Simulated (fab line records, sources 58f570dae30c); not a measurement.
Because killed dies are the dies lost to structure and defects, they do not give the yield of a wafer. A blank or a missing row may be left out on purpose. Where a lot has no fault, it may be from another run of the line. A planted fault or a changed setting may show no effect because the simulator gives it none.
Commonality check across tools	flow berkeley_cmos170	14 lots and 42 wafers in the sample

== THE REASON FOR OPENING IT ==
Of 14 lots, 2 have the reading PFIELD_TW flagged at UCB170_PFIELD_TW_MEAS_09. Fault-free wafers read 592, with a standard deviation of 4.5.
Rule: a lot gets a flag if all its wafers with a number sit over 4 standard deviations from that mean, or if no wafer of it has a number. The rest of the lots are taken to be sound.

lot	measured	on	PFIELD_TW, wafer by wafer	flag
L872	day 4 03:32	film_metro-03	595 597 598	
L873	day 4 14:54	film_metro-04	599 604 600	
L874	day 4 15:06	film_metro-01	590 591 589	
L875	day 5 01:17	film_metro-03	595 596 597	
L876	day 5 11:40	film_metro-01	588 592 592	
L877	day 5 14:11	film_metro-04	592 593 593	
L878	day 5 14:34	film_metro-03	597 596 595	
L880	day 6 08:53	film_metro-03	592 595 594	
L881	day 6 17:01	film_metro-01	588 593 588	
L887	day 7 10:41	film_metro-01	593 589 589	
L888	day 7 14:04	film_metro-01	593 588 590	
L889	day 7 23:50	film_metro-01	476 475 478	FLAGGED
L891	day 8 10:43	film_metro-01	477 478 475	FLAGGED
L895	day 9 03:10	film_metro-04	596 597 601	
The numbers of the flagged lots are 476 on average: -116 against the usual, or -26 standard deviations.

== WHICH TOOL RAN EACH LOT ==
The record keeps 1 process step preceding the reading, out of 331 steps on the route. Cell contents, in order: the tool; ch with the chambers the sampled wafers went through; the start.
lot	flag	UCB170_PFIELD_IMPLANT_07
L872		implanter-01 ch 0, day 4 03:17
L873		implanter-03 ch 0, day 4 14:39
L874		implanter-01 ch 0, day 4 14:51
L875		implanter-03 ch 0, day 5 01:02
L876		implanter-04 ch 0, day 5 11:25
L877		implanter-01 ch 0, day 5 13:56
L878		implanter-04 ch 0, day 5 14:20
L880		implanter-03 ch 0, day 6 08:38
L881		implanter-01 ch 0, day 6 16:46
L887		implanter-03 ch 0, day 7 10:27
L888		implanter-01 ch 0, day 7 13:52
L889	FLAGGED	implanter-01 ch 0, day 7 23:35
L891	FLAGGED	implanter-01 ch 0, day 8 10:29
L895		implanter-04 ch 0, day 9 02:57
These steps, and what they do:
- UCB170_PFIELD_IMPLANT_07
- UCB170_PFIELD_TW_MEAS_09

== FLAGGED AGAINST TOTAL, ONE TOOL AT A TIME (gauges that did the reading follow at the end) ==
step	tool	lots run	flagged	share of the flagged lots	sound lots run after its first flagged lot
UCB170_PFIELD_IMPLANT_07	implanter-01	7	2	all	0
UCB170_PFIELD_IMPLANT_07	implanter-03	4	0	none	-
UCB170_PFIELD_IMPLANT_07	implanter-04	3	0	none	-
UCB170_PFIELD_TW_MEAS_09	film_metro-01	7	2	all	0
UCB170_PFIELD_TW_MEAS_09	film_metro-03	4	0	none	-
UCB170_PFIELD_TW_MEAS_09	film_metro-04	3	0	none	-

== WHAT IS ALLOWED BY THE TABLE ==
In 2 table rows, all flagged lots were run: implanter-01 (UCB170_PFIELD_IMPLANT_07), film_metro-01 (UCB170_PFIELD_TW_MEAS_09).
- implanter-01 at UCB170_PFIELD_IMPLANT_07: 2 of its 7 lots flagged. Last sound lot L888 at day 7 13:52, first flagged lot L889 at day 7 23:35; a fault beginning in between fits. Its own readings (dose_ions_cm2, faraday_current_uA) fall more than 4 standard deviations out on all wafers of the flagged lots.
- film_metro-01 at UCB170_PFIELD_TW_MEAS_09: 2 of its 7 lots flagged. Last sound lot L888 at day 7 14:04, first flagged lot L889 at day 7 23:50; a fault beginning in between fits.
These 2 tools cannot be told apart by counting lots, since each of them fits a fault that started at some hour. More lots, or a look at what each step does to the wafer, might.

== WHAT THE SIMULATOR HAD PUT IN ==
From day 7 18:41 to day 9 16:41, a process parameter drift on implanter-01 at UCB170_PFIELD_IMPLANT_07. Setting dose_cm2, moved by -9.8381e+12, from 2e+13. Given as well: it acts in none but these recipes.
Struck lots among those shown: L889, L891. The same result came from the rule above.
